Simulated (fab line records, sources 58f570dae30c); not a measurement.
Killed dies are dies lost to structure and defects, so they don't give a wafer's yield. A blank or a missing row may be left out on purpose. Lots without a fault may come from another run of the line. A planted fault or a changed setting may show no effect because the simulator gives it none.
Which tool did it? | flow berkeley_cmos170 | 7 lots, 21 wafers sampled, at 2 steps of a route of 331

WHAT THE GAUGES READ, wafer by wafer
UCB170_M3_RS_MEAS_02: measures by four-point-probe.
lot  | measured     | on            | M3_AL_RS (ohm/sq)
L661 | day 7 16:33  | film_metro-01 | 0.0325 0.0318 0.0326
L662 | day 7 17:14  | film_metro-01 | 0.0319 0.0326 0.0324
L671 | day 9 08:10  | film_metro-02 | 0.0319 0.0325 0.0321
L672 | day 9 10:37  | film_metro-01 | 0.0318 0.0320 0.0324
L675 | day 10 05:35 | film_metro-01 | 0.0325 0.0329 0.0324
L676 | day 10 16:33 | film_metro-01 | 0.0321 0.0324 0.0325
L679 | day 12 05:59 | film_metro-02 | 0.0319 0.0324 0.0327

WHICH TOOL RAN EACH LOT (tool, then ch and the chambers of the sampled wafers, then the start)
lot  | UCB170_M3_SPUTTER_01
L661 | pvd_sputter-01, day 7 16:26
L662 | pvd_sputter-01, day 7 17:08
L671 | pvd_sputter-04, day 9 08:03
L672 | pvd_sputter-01, day 9 10:29
L675 | pvd_sputter-04, day 10 05:28
L676 | pvd_sputter-03, day 10 16:28
L679 | pvd_sputter-04, day 12 05:55
- UCB170_M3_SPUTTER_01: material Al, target thk 900 nm, time 120 s.

THE ANSWER, worked out from the rows above alone
Rule: what is usual is taken from the lots themselves. Put in order of their means at a reading, lots are off if they are a third of the lots or fewer, leave a main group of 4 or more, and stand apart from it by a gap of 3 or more times the standard deviation of the main group's means; of several such gaps the widest counts. A main group whose means are all the same, to the digits that the tables above print for the reading, isn't used. A lot without any number at a reading at which 4 lots or more have one is off too. The other lots that the step has rows for count as sound.
No lot is off at any reading shown: from this, nothing can be told.

WHAT THE SIMULATOR HAD PUT IN
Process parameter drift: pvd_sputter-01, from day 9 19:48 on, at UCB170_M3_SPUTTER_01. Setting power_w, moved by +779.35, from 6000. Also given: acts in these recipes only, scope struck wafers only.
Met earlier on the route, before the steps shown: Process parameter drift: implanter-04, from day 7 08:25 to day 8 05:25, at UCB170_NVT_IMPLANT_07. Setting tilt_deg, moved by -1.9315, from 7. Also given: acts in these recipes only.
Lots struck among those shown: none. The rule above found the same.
